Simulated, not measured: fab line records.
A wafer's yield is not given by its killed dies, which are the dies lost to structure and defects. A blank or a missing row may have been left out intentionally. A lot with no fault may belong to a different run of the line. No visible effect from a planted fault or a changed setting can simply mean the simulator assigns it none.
A struck lot beside a sound one + flow berkeley_cmos170 + 15 out of 331 route steps
Sound: the wafers L656.1, L656.2, L656.4. Struck: wafers L669.1, L669.3, L669.5. Last of all comes the cause.
For every step that has rows: the tool of each side, followed by ch and its chambers, followed by its first start. Under that, the readings that differ: sound wafers + struck wafers + difference of the means + sigmas: that difference in standard deviations of wafers without a fault.
alike: readings whose means differ by less than 2 such deviations, and words and numbers that are the same on both sides. not compared: withheld readings, readings that some wafer has no value for, bounds like >300 that may hide the same value, and numbers for which the record gives no deviation and whose values overlap.
A row with sigmas, a row that says differs or no value, or rows on one side alone: a step with any of these is where the two part. When numbers do not overlap yet have no deviation, they are printed without sigmas and do not part them. Lack of a reading on every wafer of one side parts them only where that side has two or more wafers.

UCB170_ACTIVE_THK_MEAS_03:
  struck on film_metro-04, day 7 14:56; sound on film_metro-03, day 4 20:49
  alike: ACTIVE_OXIDE_THK
then, 2 steps without rows for these wafers: UCB170_ACTIVE_ANNEAL_04 (time 900 s); UCB170_ACTIVE_CVD_05 (deposits Si3N4 from SiH2Cl2/NH3, target thk 220 nm, time 3300 s).
UCB170_ACTIVE_THK_MEAS_06:
  struck on film_metro-02, day 8 01:28; sound on film_metro-03, day 5 05:11
  alike: ACTIVE_NITRIDE_THK
then, 6 steps without rows for these wafers: UCB170_ACTIVE_HMDS_07 (prime time 60 s); UCB170_ACTIVE_COAT_08 (resist thk 900 nm); UCB170_ACTIVE_SOFTBAKE_09 (time 60 s); UCB170_ACTIVE_EXPOSE_10 (exposes mask ACTIVE, target cd 1200 nm); UCB170_ACTIVE_PEB_11; UCB170_ACTIVE_DEVELOP_12 (develop time 45 s).
UCB170_ACTIVE_CD_MEAS_13: the cd target is 1200 nm.
  struck on cd_sem-01, day 8 02:32; sound on cd_sem-01, day 5 06:10
| reading    | sound                | struck               | difference | sigmas |
|------------|----------------------|----------------------|------------|--------|
| cd_nm (nm) | 1202.1 1203.5 1200.7 | 1197.7 1199.6 1197.6 | -3.8       | -3     |
UCB170_ACTIVE_OVL_MEAS_14:
  struck on overlay-01, day 8 02:39; sound on overlay-01, day 5 06:17
  alike: ACTIVE_OVL
UCB170_ACTIVE_ETCH_15: etches Si3N4 in CH3F/Ar/O2, stops on SiO2, target depth 242 nm, time 151 s.
  sound on rie_diel-04 ch 1,2,3, day 5 06:19; struck on rie_diel-02 ch 1,2,3, day 8 02:41
| reading                                 | sound             | struck            | difference | sigmas |
|-----------------------------------------|-------------------|-------------------|------------|--------|
| rf_fwd_power_W (W)                      | 449.1 450.5 446.9 | 376.9 378.7 377.5 | -71.1      | -55    |
| model.KrF_of_ACTIVE_COAT_08.thk_nm (nm) | 726 731.5 718.8   | 735.9 736.2 733.5 | +9.8       |        |
  alike: drypump_motor_current_A, oes_product_au, throttle_valve_pct
  not compared: rf_hours_counter_h
UCB170_ACTIVE_STRIP_16: strips in O2.
  sound on plasma_asher-03 ch 0,1, day 5 06:25; struck on plasma_asher-02 ch 0,1, day 8 02:47
  alike: drypump_motor_current_A, o2_flow_sccm, oes_product_au, strip_time_to_endpoint_s
  not compared: rf_hours_counter_h
UCB170_ACTIVE_CD_MEAS_90: the cd target is 1200 nm.
  struck on cd_sem-01, day 8 02:53; sound on cd_sem-01, day 5 06:31
| reading    | sound                | struck               | difference | sigmas |
|------------|----------------------|----------------------|------------|--------|
| cd_nm (nm) | 1202.4 1203.5 1200.5 | 1197.9 1199.8 1198.0 | -3.6       | -3     |

WHERE THEY PART
At UCB170_ACTIVE_CD_MEAS_13 first; at UCB170_ACTIVE_CD_MEAS_90 last (within this record only).

WHY: what the simulator had put in
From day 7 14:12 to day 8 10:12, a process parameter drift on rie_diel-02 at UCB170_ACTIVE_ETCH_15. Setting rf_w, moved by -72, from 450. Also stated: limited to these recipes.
